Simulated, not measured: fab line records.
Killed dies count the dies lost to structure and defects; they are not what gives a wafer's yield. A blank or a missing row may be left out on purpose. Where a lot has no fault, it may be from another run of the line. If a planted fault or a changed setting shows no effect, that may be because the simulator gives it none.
Struck lot and sound lot, side by side / flow rit_cmos / 15 steps out of a route of 202
Sound: the wafers L223.1, L223.2, L223.4. Wafers L239.1, L239.4, L239.5 were the ones struck. The cause is given at the end.
Each step with rows lists, per side, the tool, then ch with its chambers, then its first start. Under that, the readings that differ: sound wafers / struck wafers / difference of the means / sigmas: that difference in standard deviations of wafers without a fault.
alike: a reading whose means differ by less than 2 such deviations, as well as words and numbers matching on both sides. not compared: withheld readings; readings where some wafer has no value; bounds like >300 that might hide an equal value; numbers whose values overlap and for which the record gives no deviation.
A row with sigmas, a row that says differs or no value, or rows on one side alone: a step with any of these is where the two part. Non-overlapping numbers with no deviation appear without sigmas and do not part them. Lack of a reading on every wafer of one side parts them only where that side has two or more wafers.

RIT_SILICIDE_RTA_06: time 10 s, ramp up 5 s, ramp down 10 s.
  sound on rtp_anneal-02 ch 0, day 3 07:17; struck on rtp_anneal-02 ch 0, day 6 15:56
  alike: wafer_temp_C_max
RIT_CONTACT_CVD_00: deposits SiO2 from TEOS, target thk 400 nm, time 58.18 s.
  sound on pecvd-04 ch 0,2, day 3 07:21; struck on pecvd-03 ch 0,1, day 6 16:00
  alike: heater_power_w
RIT_CONTACT_THK_MEAS_01:
  sound: film_metro-02 at day 3 07:24; struck: film_metro-02 at day 6 16:03
  alike: CONTACT_TEOS_THK
then, 6 steps without rows for these wafers: RIT_CONTACT_HMDS_02 (prime time 60 s); RIT_CONTACT_COAT_03 (resist thk 1000 nm); RIT_CONTACT_SOFTBAKE_04 (time 60 s); RIT_CONTACT_EXPOSE_05 (exposes mask M11, target cd 1000 nm); RIT_CONTACT_PEB_06; RIT_CONTACT_DEVELOP_07 (develop time 120 s).
RIT_CONTACT_CD_MEAS_08 targets a cd of 1000 nm.
  sound: cd_sem-02 at day 3 08:26; struck: cd_sem-01 at day 6 17:05
  alike: cd_nm
RIT_CONTACT_OVL_MEAS_09:
  sound: overlay-01 at day 3 08:33; struck: overlay-01 at day 6 17:12
  alike: CONTACT_OVL
then, 1 step without rows for these wafers: RIT_CONTACT_HARDBAKE_10 (time 60 s).
RIT_CONTACT_ETCH_11: etches SiO2 in CHF3/CF4/Ar, stops on TiSi2, target depth 480 nm, time 320 s.
  sound on rie_diel-02 ch 0,2,3, day 3 08:44; struck on rie_diel-03 ch 0,1,3, day 6 17:23
reading=over_etch_frac; sound=0.2 0.2 0.2; struck=0.3535 0.3535 0.3535; difference=+0.1535; sigmas=
reading=model.NOVOLAK_of_CONTACT_COAT_03.thk_nm (nm); sound=773.5 769.1 772.7; struck=758.7 760.1 759.9; difference=-12.2; sigmas=
  alike: cf4_flow_sccm, drypump_motor_current_A, oes_product_au, throttle_valve_pct
  not compared: rf_hours_counter_h
RIT_CONTACT_STRIP_12: strips in O2, time 180 s.
  sound on plasma_asher-01 ch 0,1, day 3 08:56; struck on plasma_asher-03 ch 1, day 6 17:35
  alike: drypump_motor_current_A
  not compared: rf_hours_counter_h
RIT_M1_PROBE_99:
  sound: prober-02 at day 3 13:37; struck: prober-01 at day 7 15:20
reading=model.etest.nmos_narrow.off_log10_a_um; sound=-13.02 -13.13 -13.08; struck=-12.95 -12.86 -12.83; difference=+0.20; sigmas=
reading=model.etest.nmos_0p3.off_log10_a_um; sound=-13.1 -13.04 -13.02; struck=-12.85 -12.83 -12.76; difference=+0.24; sigmas=
reading=model.etest.gate_end_array.leak_log10_a_um; sound=-12.93 -12.79 -12.85; struck=-12.67 -12.67 -12.57; difference=+0.22; sigmas=
reading=model.etest.antenna_contact.vt_shift_v (V); sound=-0.01031 -0.01307 -0.009845; struck=-0.01653 -0.01816 -0.018; difference=-0.00649; sigmas=
  alike: killed_at_contacts, killed_at_front_end, killed_dies, killed_open, killed_short
  not compared: model.etest.nmos_0p15.junction_log10_a_um, model.etest.contact_diode_array.leak_log10_a, model.etest.pmos_0p15.junction_log10_a_um

== WHERE THEY PART ==
Nowhere in this record.

WHY: what had been put in by the simulator
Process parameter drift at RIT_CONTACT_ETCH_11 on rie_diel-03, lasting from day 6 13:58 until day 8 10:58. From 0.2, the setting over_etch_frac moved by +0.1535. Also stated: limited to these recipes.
